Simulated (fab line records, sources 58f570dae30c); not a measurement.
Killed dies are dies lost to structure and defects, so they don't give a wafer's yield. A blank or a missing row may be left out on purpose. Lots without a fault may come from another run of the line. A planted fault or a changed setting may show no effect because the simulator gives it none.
fab line records | flow berkeley_cmos170
record lots=5 wafers=15 last_day=12
route steps=331 shown V1@254 M2@271
lots that met no fault: from a run of the same line without faults
start_h: hours from the record's first day to the start of the lot's first wafer shown | wait_h: hours since the lot's step before | " the same as in the row above | L1.1+2: a row that stands for several wafers | - no value, or no start given | * or withheld: withheld | < > ~ a bound
route shown NAME@n: a module of which the file shows steps, and the number in the route of the first | usual: mean/standard deviation of fault-free wafers | same: alike in all rows | chamber/n: place in a boat | sites: the reading at each site | _std_site: their standard deviation | _edge_site: outer sites' mean less inner sites' | radius_mm: how far each site lies from the wafer's centre | mask NAME#n: copy n | behind: the tool/chamber that last shaped the wafer | hold: why the lot was held/for how many hours/how that ended | device: the transistor (n, p or np) that didn't switch | end of line: the same wafers' tests at the end of the route | a step without rows: its recipe alone | killed: dies lost to structure and defects at the first sort, not the wafer's yield | map: a wafer's dies, x killed, . not, _ none there
set.NAME: the setting as run; set.NAME@STEP: as run at that earlier step | model.NAME: the simulator's own value behind a step, which no gauge read
lots at some steps of the route; a table a step, a row a wafer
services: from which hour (start_h, from the record's first day; less than 0 if before it) a tool's chamber was out of use, for how many hours, and why
## steps
# step UCB170_V1_CVD_00
# recipe material=SiO2 target_thk_nm=2000 temp_c=390 precursor=TEOS/O2 time_s=250 rf_w=550 pressure_mtorr=9000
# usual heater_power_w=264/59
# columns lot.wafer tool chamber start_h wait_h heater_power_w
L080.1 pecvd-02 0 193.06 0.0 278
L080.3 " 1 " " 237
L080.4 " 0 " " 326
L085.4 pecvd-02 1 205.64 0.1 231
L085.5 " 2 " " 301
L085.6 " 0 " " 316
L088.3 pecvd-01 2 222.94 0.0 232
L088.5 " 0 " " 225
L088.6 " 1 " " 222
L092.1 pecvd-02 1 246.72 0.0 192
L092.2 " 2 " " 357
L092.4 " 2 " " 420
L094.1 pecvd-04 2 266.13 0.0 265
L094.4 " 2 " " 216
L094.6 " 0 " " 330
# step UCB170_V1_THK_MEAS_01
# recipe reads=SiO2_of_V1_CVD_00
# usual V1_TEOS_THK=2003/26
# columns lot.wafer tool chamber start_h wait_h V1_TEOS_THK[nm]
L080.1 film_metro-01 - 193.22 0.1 2017
L080.3 " - " " 2005
L080.4 " - " " 2038
L085.4 film_metro-03 - 205.75 0.0 2040
L085.5 " - " " 2038
L085.6 " - " " 2024
L088.3 film_metro-03 - 223.12 0.1 1979
L088.5 " - " " 2017
L088.6 " - " " 2005
L092.1 film_metro-01 - 246.88 0.1 2020
L092.2 " - " " 1990
L092.4 " - " " 2022
L094.1 film_metro-03 - 266.28 0.1 1987
L094.4 " - " " 2032
L094.6 " - " " 2021
# step UCB170_V1_CMP_02
# recipe material=SiO2 down_force_psi=6 platen_rpm=60 pad_velocity_m_s=0.75398
# usual motor_current_A=16.5/1.8
# columns lot.wafer tool chamber start_h wait_h motor_current_A
L080.3 cmp-01 0 193.28 0.0 17.5
L080.4 " 1 " " 20.5
L080.1 " 3 " " 15.0
L085.4 cmp-02 0 205.93 0.2 15.5
L085.5 " 1 " " 15.2
L085.6 " 2 " " 15.1
L088.3 cmp-02 0 223.21 0.1 14.9
L088.6 " 3 " " 15.2
L088.5 " 0 " " 15.5
L092.4 cmp-01 0 246.99 0.1 17.4
L092.2 " 1 " " 20.1
L092.1 " 2 " " 17.7
L094.1 cmp-02 1 266.34 0.1 14.9
L094.4 " 2 " " 16.1
L094.6 " 1 " " 14.8
# step UCB170_V1_BOW_MEAS_03
# recipe mode=bow
# usual V1_BOW=18/6.7
# columns lot.wafer tool chamber start_h wait_h V1_BOW[um]
L080.1 film_metro-03 - 193.58 0.1 18
L080.3 " - " " 16
L080.4 " - " " 17
L085.4 film_metro-04 - 206.14 0.2 23
L085.5 " - " " 14
L085.6 " - " " 18
L088.3 film_metro-03 - 223.50 0.2 29
L088.5 " - " " 11
L088.6 " - " " 17
L092.1 film_metro-04 - 247.24 0.1 13
L092.2 " - " " 13
L092.4 " - " " 20
L094.1 film_metro-01 - 266.64 0.2 25
L094.4 " - " " 3
L094.6 " - " " 24
# step UCB170_V1_THK_MEAS_04
# recipe reads=SiO2_of_V1_CVD_00
# usual V1_POLISHED_THK=999.5/1.2
# columns lot.wafer tool chamber start_h wait_h V1_POLISHED_THK[nm]
L080.1 film_metro-03 - 193.70 0.1 1000.2
L080.3 " - " " 1000.3
L080.4 " - " " 1000.9
L085.4 film_metro-04 - 206.23 0.1 998.4
L085.5 " - " " 998.9
L085.6 " - " " 1001.0
L088.3 film_metro-03 - 223.60 0.1 1000.7
L088.5 " - " " 999.4
L088.6 " - " " 1000.0
L092.1 film_metro-04 - 247.36 0.1 1000.0
L092.2 " - " " 999.5
L092.4 " - " " 997.0
L094.1 film_metro-01 - 266.76 0.1 997.1
L094.4 " - " " 998.4
L094.6 " - " " 998.6
# step UCB170_V1_CLEAN_05
# recipe chemistry=DIW
# columns lot.wafer tool chamber start_h wait_h
L080.1+3+4 wet_bench-03 0 193.76 0.1
L085.4+5+6 wet_bench-01 1 207.49 1.2
L088.3+5+6 wet_bench-03 0 223.64 0.0
L092.1+2+4 wet_bench-02 2 247.42 0.1
L094.1+4+6 wet_bench-01 0 266.82 0.1
# step UCB170_V1_HMDS_06
# recipe prime_time_s=60 prime_temp_c=100
# columns lot.wafer tool chamber start_h wait_h
L080.1+3+4 litho_track-02 0 193.96 0.0
L085.4+5+6 litho_track-03 0 207.74 0.1
L088.3+5+6 litho_track-03 0 223.86 0.1
L092.1+2+4 litho_track-02 0 247.76 0.2
L094.1+4+6 litho_track-01 0 267.00 0.0
# step UCB170_V1_COAT_07
# recipe resist=KrF spin_rpm=1500 resist_thk_nm=900
# columns lot.wafer tool chamber start_h wait_h
L080.1+3+4 litho_track-02 0 194.11 0.1
L085.4+5+6 litho_track-03 0 207.89 0.1
L088.3+5+6 litho_track-03 0 224.01 0.1
L092.1+2+4 litho_track-02 0 247.91 0.1
L094.1+4+6 litho_track-01 0 267.15 0.1
# step UCB170_V1_SOFTBAKE_08
# recipe resist=KrF temp_c=130 time_s=60
# usual heater_power_total_W=56.80/0.043 plate_temp_C=130.02/0.14
# columns lot.wafer tool chamber start_h wait_h heater_power_total_W plate_temp_C
L080.1 litho_track-02 0 194.26 0.1 56.79 129.89
L080.3 " 0 " " 56.80 130.14
L080.4 " 0 " " 56.75 129.96
L085.4 litho_track-03 0 208.04 0.1 56.80 130.23
L085.5 " 0 " " 56.83 129.99
L085.6 " 0 " " 56.88 130.07
L088.3 litho_track-03 0 224.16 0.1 56.87 129.80
L088.5 " 0 " " 56.79 129.74
L088.6 " 0 " " 56.78 129.75
L092.1 litho_track-02 0 248.06 0.1 56.76 130.11
L092.2 " 0 " " 56.84 129.99
L092.4 " 0 " " 56.77 130.12
L094.1 litho_track-01 0 267.30 0.1 56.88 129.88
L094.4 " 0 " " 56.78 130.02
L094.6 " 0 " " 56.82 129.79
# step UCB170_V1_EXPOSE_09
# recipe mask_id=VIA1 target_cd_nm=700 na=0.5 sigma_outer=0.6 source_shape=conventional dose_mj=37
# columns lot.wafer tool chamber start_h wait_h mask
L080.1+3+4 krf_scanner-01 0 194.41 0.1 VIA1#0
L085.4+5+6 krf_scanner-02 0 208.17 0.1 VIA1#0
L088.3+5+6 krf_scanner-02 0 224.54 0.4 VIA1#0
L092.1+2+4 krf_scanner-02 0 248.33 0.2 VIA1#0
L094.1+4+6 krf_scanner-01 0 267.45 0.1 VIA1#0
# step UCB170_V1_PEB_10
# recipe peb_temp_c=130 peb_time_s=withheld resist=KrF
# usual heater_power_total_W=56.80/0.045 plate_temp_C=130.03/0.13
# columns lot.wafer tool chamber start_h wait_h heater_power_total_W plate_temp_C
L080.1 litho_track-02 0 194.86 0.4 56.85 129.86
L080.3 " 0 " " 56.75 130.14
L080.4 " 0 " " 56.76 129.95
L085.4 litho_track-03 0 208.64 0.4 56.81 129.99
L085.5 " 0 " " 56.77 129.94
L085.6 " 0 " " 56.79 130.09
L088.3 litho_track-03 0 224.67 0.1 56.80 129.93
L088.5 " 0 " " 56.92 130.10
L088.6 " 0 " " 56.82 129.90
L092.1 litho_track-02 0 248.66 0.3 56.86 129.97
L092.2 " 0 " " 56.82 130.12
L092.4 " 0 " " 56.79 130.05
L094.1 litho_track-03 0 267.56 0.1 56.83 130.03
L094.4 " 0 " " 56.86 130.07
L094.6 " 0 " " 56.83 129.95
# step UCB170_V1_DEVELOP_11
# recipe developer=TMAH develop_time_s=45 resist=KrF dev_temp_c=21
# columns lot.wafer tool chamber start_h wait_h
L080.1+3+4 litho_track-02 0 - -
L085.4+5+6 litho_track-03 0 - -
L088.3+5+6 litho_track-03 0 - -
L092.1+2+4 litho_track-02 0 - -
L094.1+4+6 litho_track-03 0 - -
# step UCB170_V1_CD_MEAS_12
# recipe target_cd_nm=700
# usual cd_nm=700.3/1.3
# columns lot.wafer tool chamber start_h wait_h cd_nm
L080.1 cd_sem-02 - 195.14 - 699.1
L080.3 " - " " 698.0
L080.4 " - " " 698.4
L085.4 cd_sem-01 - 208.90 - 700.2
L085.5 " - " " 700.6
L085.6 " - " " 700.4
L088.3 cd_sem-01 - 224.94 - 701.3
L088.5 " - " " 700.0
L088.6 " - " " 701.3
L092.1 cd_sem-02 - 248.93 - 700.4
L092.2 " - " " 700.3
L092.4 " - " " 700.3
L094.1 cd_sem-01 - 267.84 - 699.4
L094.4 " - " " 699.7
L094.6 " - " " 700.7
# step UCB170_V1_OVL_MEAS_13
# usual V1_OVL=0/4.9
# columns lot.wafer tool chamber start_h wait_h V1_OVL[nm]
L080.1 overlay-02 - 195.26 0.1 -7
L080.3 " - " " -10
L080.4 " - " " -5
L085.4 overlay-02 - 208.98 0.1 2
L085.5 " - " " -3
L085.6 " - " " -1
L088.3 overlay-02 - 225.03 0.1 -4
L088.5 " - " " 6
L088.6 " - " " 4
L092.1 overlay-01 - 249.05 0.1 7
L092.2 " - " " -4
L092.4 " - " " -3
L094.1 overlay-01 - 267.96 0.1 3
L094.4 " - " " 4
L094.6 " - " " 5
# step UCB170_V1_ETCH_14
# recipe chemistry=CHF3/CF4/Ar target=SiO2 stop_on=Al CHF3_flow_sccm=45 cf4_flow_sccm=15 Ar_flow_sccm=150 pressure_mtorr=200 rf_w=700 target_depth_a=12500 over_etch_frac=0.25 time_s=291
# usual chamber_pressure_mTorr=200.02/0.2 drypump_motor_current_A=5.7/0.34 oes_product_au=0.871/0.0074 throttle_valve_pct=6.98/0.11
# columns lot.wafer tool chamber start_h wait_h chamber_pressure_mTorr drypump_motor_current_A oes_product_au rf_hours_counter_h throttle_valve_pct
L080.1 rie_diel-04 3 195.29 0.0 199.41 6.3 0.879 51 7.11
L080.3 " 0 " " 200.02 6.0 0.869 45 7.10
L080.4 " 2 " " 200.23 6.0 0.867 137 7.17
L085.4 rie_diel-03 2 208.99 0.0 200.12 5.9 0.874 87 6.96
L085.5 " 1 " " 200.17 5.6 0.881 - 7.06
L085.6 " 2 " " 199.55 5.8 0.870 - 6.95
L088.3 rie_diel-04 0 225.05 0.0 200.00 5.9 0.876 47 7.11
L088.5 " 0 " " 199.86 5.9 0.867 - 7.07
L088.6 " 1 " " 200.04 5.7 0.868 - 7.10
L092.1 rie_diel-01 2 249.09 0.0 199.92 6.0 0.868 75 6.87
L092.2 " 1 " " 199.87 5.5 0.854 13 6.77
L092.4 " 3 " " 200.07 5.1 0.870 10 6.95
L094.1 rie_diel-03 3 268.00 0.0 199.84 5.4 0.868 18 6.84
L094.4 " 1 " " 199.93 5.6 0.875 76 7.07
L094.6 " 2 " " 199.93 5.8 0.869 - 6.96
# step UCB170_V1_STRIP_15
# recipe chemistry=O2 power_w=400 pressure_mtorr=3500 platen_temp_c=withheld o2_flow_sccm=400 overash_fraction=0.5
# usual chamber_pressure_mTorr=3500/3.4 drypump_motor_current_A=5.4/0.38 o2_flow_sccm=400.1/1.1 oes_product_au=0.721/0.0047 strip_time_to_endpoint_s=15.38/0.089
# columns lot.wafer tool chamber start_h wait_h chamber_pressure_mTorr drypump_motor_current_A o2_flow_sccm oes_product_au rf_hours_counter_h strip_time_to_endpoint_s
L080.1 plasma_asher-04 1 195.47 0.1 3503 5.6 399.7 0.709 47 15.39
L080.3 " 0 " " 3500 6.1 398.8 0.721 - 15.36
L080.4 " 1 " " 3495 5.6 399.8 0.716 - 15.39
L085.4 plasma_asher-04 1 209.21 0.1 3504 5.6 399.9 0.723 - 15.38
L085.5 " 0 " " 3499 6.2 398.5 0.724 - 15.48
L085.6 " 1 " " 3499 5.6 399.5 0.715 - 15.48
L088.3 plasma_asher-02 0 225.26 0.1 3497 4.9 399.2 0.711 - 15.46
L088.5 " 0 " " 3498 4.9 400.0 0.717 - 15.41
L088.6 " 1 " " 3502 5.7 402.2 0.714 - 15.52
L092.1 plasma_asher-03 1 249.27 0.1 3501 5.2 402.9 0.718 13 15.25
L092.2 " 0 " " 3500 5.2 400.0 0.723 13 15.28
L092.4 " 0 " " 3502 5.2 401.1 0.724 - 15.46
L094.1 plasma_asher-03 0 268.18 0.1 3503 5.2 401.0 0.717 15 15.38
L094.4 " 1 " " 3502 5.3 400.9 0.725 - 15.33
L094.6 " 1 " " 3502 5.3 402.3 0.720 - 15.48
# step UCB170_V1_CD_MEAS_90
# recipe target_cd_nm=700
# usual cd_nm=700.3/1.4
# columns lot.wafer tool chamber start_h wait_h cd_nm
L080.1 cd_sem-02 - 195.57 0.1 699.0
L080.3 " - " " 698.5
L080.4 " - " " 698.0
L085.4 cd_sem-02 - 209.33 0.1 700.0
L085.5 " - " " 700.4
L085.6 " - " " 700.8
L088.3 cd_sem-02 - 225.37 0.1 701.1
L088.5 " - " " 700.2
L088.6 " - " " 701.4
L092.1 cd_sem-01 - 249.37 0.1 701.2
L092.2 " - " " 700.9
L092.4 " - " " 700.2
L094.1 cd_sem-02 - 268.28 0.1 699.0
L094.4 " - " " 699.7
L094.6 " - " " 699.8
# step UCB170_M2_PRE_CLEAN_00
# recipe gas=Ar preclean_etch_time_s=60
# columns lot.wafer tool chamber start_h wait_h
L080.1+3+4 pvd_sputter-03 - 195.69 0.1
L085.4+5+6 pvd_sputter-04 - 209.39 0.0
L088.3+5+6 pvd_sputter-03 - 225.45 0.1
L092.1+2+4 pvd_sputter-03 - 249.49 0.1
L094.1+4+6 pvd_sputter-03 - 268.40 0.1
# step UCB170_M2_SPUTTER_01
# recipe material=Al target_thk_nm=900 time_s=120 power_w=6000 chamber_pressure_pa=0.5
# usual cathode_dc_power_W=6000.0/1 chamber_pressure_pa=0.4999/0.001 throttle_valve_pct=29.8/1
# columns lot.wafer tool chamber start_h wait_h cathode_dc_power_W chamber_pressure_pa throttle_valve_pct
L080.1 pvd_sputter-03 - 195.76 0.0 5999.4 0.5003 29.9
L080.3 " - " " 5998.5 0.5008 29.3
L080.4 " - " " 6001.7 0.5009 28.8
L085.4 pvd_sputter-04 - 209.46 0.0 6000.2 0.4979 30.3
L085.5 " - " " 6000.5 0.4984 30.6
L085.6 " - " " 5998.7 0.4995 30.0
L088.3 pvd_sputter-03 - 225.52 0.0 5999.0 0.4984 28.9
L088.5 " - " " 6000.1 0.5005 28.8
L088.6 " - " " 6000.8 0.4998 29.8
L092.1 pvd_sputter-03 - 249.55 0.0 5999.0 0.4982 29.2
L092.2 " - " " 5998.6 0.5001 28.7
L092.4 " - " " 5997.6 0.5007 28.6
L094.1 pvd_sputter-03 - 268.46 0.0 5999.0 0.4990 28.7
L094.4 " - " " 6000.3 0.5004 29.2
L094.6 " - " " 6000.8 0.5013 28.9
# step UCB170_M2_RS_MEAS_02
# recipe thk_meas_gauge=four-point-probe reads=Al_of_M2_SPUTTER_01
# usual M2_AL_RS=0.03206/0.0003
# columns lot.wafer tool chamber start_h wait_h M2_AL_RS[ohm/sq]
L080.1 film_metro-02 - 195.84 0.0 0.0321
L080.3 " - " " 0.03222
L080.4 " - " " 0.032
L085.4 film_metro-01 - 209.60 0.1 0.0321
L085.5 " - " " 0.03211
L085.6 " - " " 0.0322
L088.3 film_metro-04 - 225.64 0.1 0.03239
L088.5 " - " " 0.03198
L088.6 " - " " 0.03235
L092.1 film_metro-01 - 249.64 0.0 0.03198
L092.2 " - " " 0.03158
L092.4 " - " " 0.03189
L094.1 film_metro-04 - 268.55 0.0 0.03174
L094.4 " - " " 0.0318
L094.6 " - " " 0.0316
# step UCB170_M2_THK_MEAS_03
# recipe thk_meas_gauge=xrf reads=Al_of_M2_SPUTTER_01
# usual M2_AL_THK=913/9.3
# columns lot.wafer tool chamber start_h wait_h M2_AL_THK[nm]
L080.1 film_metro-02 - 195.96 0.1 914
L080.3 " - " " 912
L080.4 " - " " 915
L085.4 film_metro-01 - 209.69 0.1 919
L085.5 " - " " 917
L085.6 " - " " 911
L088.3 film_metro-04 - 225.74 0.1 903
L088.5 " - " " 910
L088.6 " - " " 901
L092.1 film_metro-01 - 249.76 0.1 921
L092.2 " - " " 931
L092.4 " - " " 915
L094.1 film_metro-04 - 268.67 0.1 923
L094.4 " - " " 916
L094.6 " - " " 924
# step UCB170_M2_HMDS_04
# recipe prime_time_s=60 prime_temp_c=100
# columns lot.wafer tool chamber start_h wait_h
L080.1+3+4 litho_track-03 0 196.02 0.1
L085.4+5+6 litho_track-03 0 209.80 0.1
L088.3+5+6 litho_track-04 0 225.83 0.1
L092.1+2+4 litho_track-03 0 249.82 0.1
L094.1+4+6 litho_track-02 0 268.81 0.1
# step UCB170_M2_COAT_05
# recipe resist=KrF spin_rpm=1500 resist_thk_nm=900
# columns lot.wafer tool chamber start_h wait_h
L080.1+3+4 litho_track-03 0 196.17 0.1
L085.4+5+6 litho_track-03 0 209.95 0.1
L088.3+5+6 litho_track-04 0 225.98 0.1
L092.1+2+4 litho_track-03 0 249.97 0.1
L094.1+4+6 litho_track-02 0 268.96 0.1
# step UCB170_M2_SOFTBAKE_06
# recipe resist=KrF temp_c=130 time_s=60
# usual heater_power_total_W=56.80/0.048 plate_temp_C=129.99/0.15
# columns lot.wafer tool chamber start_h wait_h heater_power_total_W plate_temp_C
L080.1 litho_track-03 0 196.32 0.1 56.81 130.00
L080.3 " 0 " " 56.78 129.91
L080.4 " 0 " " 56.77 129.83
L085.4 litho_track-03 0 210.10 0.1 56.70 130.01
L085.5 " 0 " " 56.82 130.05
L085.6 " 0 " " 56.69 130.15
L088.3 litho_track-04 0 226.13 0.1 56.84 130.17
L088.5 " 0 " " 56.72 130.08
L088.6 " 0 " " 56.84 130.21
L092.1 litho_track-03 0 250.12 0.1 56.91 130.17
L092.2 " 0 " " 56.80 130.03
L092.4 " 0 " " 56.77 129.78
L094.1 litho_track-02 0 269.11 0.1 56.74 129.94
L094.4 " 0 " " 56.74 130.14
L094.6 " 0 " " 56.82 130.11
# step UCB170_M2_STRIP_07
# recipe chemistry=O2 power_w=400 pressure_mtorr=3500 platen_temp_c=withheld o2_flow_sccm=400 overash_fraction=0.5
# usual chamber_pressure_mTorr=3500/3.2 drypump_motor_current_A=5.8/0.46 o2_flow_sccm=400.0/1.3 oes_product_au=0.735/0.0046 strip_time_to_endpoint_s=22.00/0.067
# columns lot.wafer tool chamber start_h wait_h chamber_pressure_mTorr drypump_motor_current_A o2_flow_sccm oes_product_au rf_hours_counter_h strip_time_to_endpoint_s
L080.1 plasma_asher-04 1 196.47 0.1 3498 5.6 401.5 0.739 48 22.06
L080.3 " 1 " " 3498 5.6 401.9 0.740 - 22.00
L080.4 " 0 " " 3498 6.2 398.9 0.733 - 22.09
L085.4 plasma_asher-03 0 210.21 0.1 3498 5.2 398.2 0.731 - 22.07
L085.5 " 0 " " 3501 5.2 400.9 0.726 - 22.10
L085.6 " 1 " " 3501 5.3 400.0 0.733 - 22.15
L088.3 plasma_asher-04 1 226.26 0.1 3504 5.6 401.5 0.725 - 22.01
L088.5 " 0 " " 3501 6.2 399.4 0.740 - 21.95
L088.6 " 1 " " 3498 5.6 400.7 0.737 - 21.97
L092.1 plasma_asher-03 0 250.27 0.1 3502 5.2 400.6 0.737 13 22.04
L092.2 " 1 " " 3496 5.3 400.3 0.738 13 21.97
L092.4 " 1 " " 3494 5.3 400.3 0.730 - 22.00
L094.1 plasma_asher-01 0 269.26 0.1 3493 6.1 399.9 0.734 53 22.02
L094.4 " 1 " " 3497 6.3 398.8 0.738 - 22.04
L094.6 " 0 " " 3495 6.1 396.8 0.737 - 22.11
# step UCB170_M2_STRIP_08
# recipe chemistry=DMSO temp_c=80 time_s=600 material=KrF
# usual temp_c=79.96/0.14
# columns lot.wafer tool chamber start_h wait_h temp_c
L080.1 wet_bench-03 1 196.57 0.1 80.28
L080.3 " 1 " " 80.10
L080.4 " 1 " " 80.13
L085.4 wet_bench-04 3 210.27 0.0 80.07
L085.5 " 3 " " 80.06
L085.6 " 3 " " 80.13
L088.3 wet_bench-04 2 226.67 0.4 79.93
L088.5 " 2 " " 79.90
L088.6 " 2 " " 80.00
L092.1 wet_bench-02 0 253.06 2.8 80.10
L092.2 " 0 " " 80.05
L092.4 " 0 " " 80.09
L094.1 wet_bench-02 3 272.46 3.2 80.02
L094.4 " 3 " " 80.07
L094.6 " 3 " " 79.99
# step UCB170_M2_COAT_09
# recipe resist=BARC temp_c=withheld time_s=withheld spin_rpm=3000 resist_thk_nm=withheld
# columns lot.wafer tool chamber start_h wait_h
L080.1+3+4 litho_track-04 0 197.11 0.3
L085.4+5+6 litho_track-04 0 210.52 0.1
L088.3+5+6 litho_track-04 0 227.02 0.2
L092.1+2+4 litho_track-04 0 253.24 0.0
L094.1+4+6 litho_track-03 0 272.65 0.0
# step UCB170_M2_COAT_10
# recipe resist=KrF spin_rpm=1500 resist_thk_nm=900
# columns lot.wafer tool chamber start_h wait_h
L080.1+3+4 litho_track-04 0 - -
L085.4+5+6 litho_track-04 0 - -
L088.3+5+6 litho_track-04 0 - -
L092.1+2+4 litho_track-04 0 - -
L094.1+4+6 litho_track-03 0 - -
# step UCB170_M2_SOFTBAKE_11
# recipe resist=KrF temp_c=130 time_s=60
# usual heater_power_total_W=56.80/0.047 plate_temp_C=129.96/0.13
# columns lot.wafer tool chamber start_h wait_h heater_power_total_W plate_temp_C
L080.1 litho_track-04 0 - - 56.78 130.12
L080.3 " 0 " " 56.87 130.16
L080.4 " 0 " " 56.87 130.16
L085.4 litho_track-04 0 - - 56.75 130.16
L085.5 " 0 " " 56.84 129.84
L085.6 " 0 " " 56.96 129.92
L088.3 litho_track-04 0 - - 56.80 130.02
L088.5 " 0 " " 56.78 129.92
L088.6 " 0 " " 56.79 130.02
L092.1 litho_track-04 0 - - 56.88 129.92
L092.2 " 0 " " 56.87 129.90
L092.4 " 0 " " 56.83 129.86
L094.1 litho_track-03 0 - - 56.76 130.01
L094.4 " 0 " " 56.79 130.10
L094.6 " 0 " " 56.81 129.93
# step UCB170_M2_EXPOSE_12
# recipe mask_id=METAL2 target_cd_nm=700 na=0.5 sigma_outer=0.6 source_shape=conventional dose_mj=26
# columns lot.wafer tool chamber start_h wait_h mask
L080.1+3+4 krf_scanner-01 0 197.56 - METAL2#0
L085.4+5+6 krf_scanner-01 0 210.96 - METAL2#0
L088.3+5+6 krf_scanner-02 0 227.46 - METAL2#0
L092.1+2+4 krf_scanner-01 0 253.81 - METAL2#0
L094.1+4+6 krf_scanner-01 0 273.23 - METAL2#0
# step UCB170_M2_PEB_13
# recipe peb_temp_c=130 peb_time_s=withheld resist=KrF
# usual heater_power_total_W=56.80/0.048 plate_temp_C=130.00/0.13
# columns lot.wafer tool chamber start_h wait_h heater_power_total_W plate_temp_C
L080.1 litho_track-02 0 197.82 0.2 56.80 130.01
L080.3 " 0 " " 56.91 130.02
L080.4 " 0 " " 56.90 130.03
L085.4 litho_track-02 0 211.09 0.1 56.73 129.90
L085.5 " 0 " " 56.87 129.91
L085.6 " 0 " " 56.70 130.05
L088.3 litho_track-02 0 228.07 0.6 56.81 129.98
L088.5 " 0 " " 56.74 130.16
L088.6 " 0 " " 56.81 129.89
L092.1 litho_track-04 0 254.14 0.3 56.79 129.94
L092.2 " 0 " " 56.81 129.92
L092.4 " 0 " " 56.87 130.06
L094.1 litho_track-02 0 273.34 0.1 56.88 130.07
L094.4 " 0 " " 56.71 129.84
L094.6 " 0 " " 56.76 130.08
# step UCB170_M2_DEVELOP_14
# recipe developer=TMAH develop_time_s=45 resist=KrF dev_temp_c=21
# columns lot.wafer tool chamber start_h wait_h
L080.1+3+4 litho_track-02 0 - -
L085.4+5+6 litho_track-02 0 - -
L088.3+5+6 litho_track-02 0 - -
L092.1+2+4 litho_track-04 0 - -
L094.1+4+6 litho_track-02 0 - -
# step UCB170_M2_CD_MEAS_15
# recipe target_cd_nm=700
# usual cd_nm=699.8/1.2
# columns lot.wafer tool chamber start_h wait_h cd_nm
L080.1 cd_sem-01 - 198.09 - 700.4
L080.3 " - " " 697.9
L080.4 " - " " 698.9
L085.4 cd_sem-02 - 211.35 - 700.3
L085.5 " - " " 698.4
L085.6 " - " " 699.8
L088.3 cd_sem-02 - 228.33 - 701.0
L088.5 " - " " 700.5
L088.6 " - " " 698.9
L092.1 cd_sem-01 - 254.41 - 700.4
L092.2 " - " " 701.3
L092.4 " - " " 700.4
L094.1 cd_sem-01 - 273.62 - 697.9
L094.4 " - " " 699.1
L094.6 " - " " 699.4
# step UCB170_M2_OVL_MEAS_16
# usual M2_OVL=-2/5.3
# columns lot.wafer tool chamber start_h wait_h M2_OVL[nm]
L080.1 overlay-02 - 198.21 0.1 -7
L080.3 " - " " -13
L080.4 " - " " 1
L085.4 overlay-02 - 211.43 0.1 -6
L085.5 " - " " -12
L085.6 " - " " -4
L088.3 overlay-01 - 228.43 0.1 3
L088.5 " - " " -7
L088.6 " - " " -5
L092.1 overlay-02 - 254.53 0.1 0
L092.2 " - " " 6
L092.4 " - " " -3
L094.1 overlay-01 - 273.74 0.1 -6
L094.4 " - " " -1
L094.6 " - " " -2
# step UCB170_M2_ETCH_17
# recipe chemistry=N2/H2 target_depth_a=withheld overetch_a=withheld target=BARC time_s=withheld source_w=500 bias_w=100 pressure_mtorr=30 n2_flow_sccm=100 h2_flow_sccm=200
# usual chamber_pressure_mTorr=30.001/0.026 drypump_motor_current_A=5.7/0.41 oes_product_au=1.000/0.012 throttle_valve_pct=13.26/0.15
# columns lot.wafer tool chamber start_h wait_h chamber_pressure_mTorr drypump_motor_current_A oes_product_au throttle_valve_pct
L080.1 rie_diel-01 2 198.25 0.0 29.981 6.1 1.010 13.20
L080.3 " 1 " " 29.992 5.5 0.995 12.99
L080.4 " 0 " " 30.026 5.8 1.016 13.37
L085.4 rie_diel-03 0 211.44 0.0 29.966 6.2 1.012 13.36
L085.5 " 0 " " 30.001 6.2 0.997 13.35
L085.6 " 1 " " 29.984 5.6 0.993 13.47
L088.3 rie_diel-02 0 228.45 0.0 29.979 6.3 0.981 13.22
L088.5 " 3 " " 30.038 5.9 1.013 13.06
L088.6 " 1 " " 29.995 5.2 1.009 13.35
L092.1 rie_diel-03 3 254.57 0.0 30.031 5.4 0.994 13.17
L092.2 " 1 " " 30.091 5.6 0.991 13.44
L092.4 " 3 " " 29.989 5.4 1.004 13.21
L094.1 rie_diel-01 3 273.77 0.0 29.987 5.2 0.988 13.34
L094.4 " 2 " " 29.968 6.0 1.005 13.21
L094.6 " 3 " " 29.963 5.2 0.996 13.36
# step UCB170_M2_METAL_ETCH_18
# recipe chemistry=Cl2/BCl3 target=Al stop_on=SiO2 pressure_mtorr=12 target_depth_a=11700 over_etch_frac=0.3 time_s=195 icp_w=600 bias_w=120 Cl2_flow_sccm=90 bcl3_flow_sccm=45
# usual chamber_pressure_mTorr=12.000/0.011 drypump_motor_current_A=5.7/0.52 oes_product_au=0.860/0.0097 throttle_valve_pct=24.37/0.15
# columns lot.wafer tool chamber start_h wait_h chamber_pressure_mTorr drypump_motor_current_A oes_product_au rf_hours_counter_h throttle_valve_pct
L080.1 rie_metal-01 0 198.29 - 12.017 5.7 0.866 5.1 24.40
L080.3 " 0 " " 12.025 5.7 0.858 - 24.38
L080.4 " 1 " " 11.993 5.1 0.874 - 24.69
L085.4 rie_metal-04 1 211.55 - 11.977 6.1 0.858 - 24.28
L085.5 " 0 " " 11.999 5.1 0.868 - 24.31
L085.6 " 1 " " 11.969 6.1 0.849 - 24.28
L088.3 rie_metal-04 1 228.56 - 11.990 6.1 0.855 - 24.29
L088.5 " 1 " " 11.991 6.1 0.859 - 24.28
L088.6 " 0 " " 12.005 5.1 0.856 - 24.32
L092.1 rie_metal-02 0 254.61 - 11.995 6.4 0.853 3.7 24.24
L092.2 " 1 " " 12.001 5.7 0.864 2.1 24.41
L092.4 " 0 " " 11.994 6.4 0.851 - 24.23
L094.1 rie_metal-01 0 273.82 - 12.011 5.7 0.868 7.0 24.38
L094.4 " 0 " " 12.011 5.7 0.873 - 24.39
L094.6 " 0 " " 12.014 5.7 0.882 - 24.39
## services
# columns tool chamber start_h hours kind
cmp-01 - 175.67 1.7 repair
krf_scanner-02 - 192.52 2.4 repair
krf_scanner-01 - 198.00 1.0 pm
rie_diel-04 - 198.78 0.8 repair
rie_diel-01 - 204.77 0.5 repair
krf_scanner-01 - 206.72 0.8 pm
rie_diel-01 2 206.85 33.7 repair
krf_scanner-01 - 208.69 1.3 pm
rie_diel-03 1 212.57 9.3 repair
rie_metal-04 0 214.46 1.2 repair
cmp-01 - 215.86 0.5 repair
rie_diel-01 1 218.98 5.3 repair
krf_scanner-02 - 225.05 1.0 pm
cmp-01 - 232.26 4.0 pm
rie_diel-03 1 234.97 16.4 repair
wet_bench-03 - 238.45 3.5 repair
rie_metal-01 - 241.49 2.8 pm
rie_diel-03 2 242.32 17.6 repair
rie_diel-03 - 247.00 2.8 pm
rie_diel-04 - 252.04 1.2 repair
rie_metal-04 1 252.90 11.0 repair
rie_diel-03 0 258.47 8.9 repair
pecvd-02 0 261.46 9.7 repair
plasma_asher-04 - 268.07 2.8 pm
## key
fault none
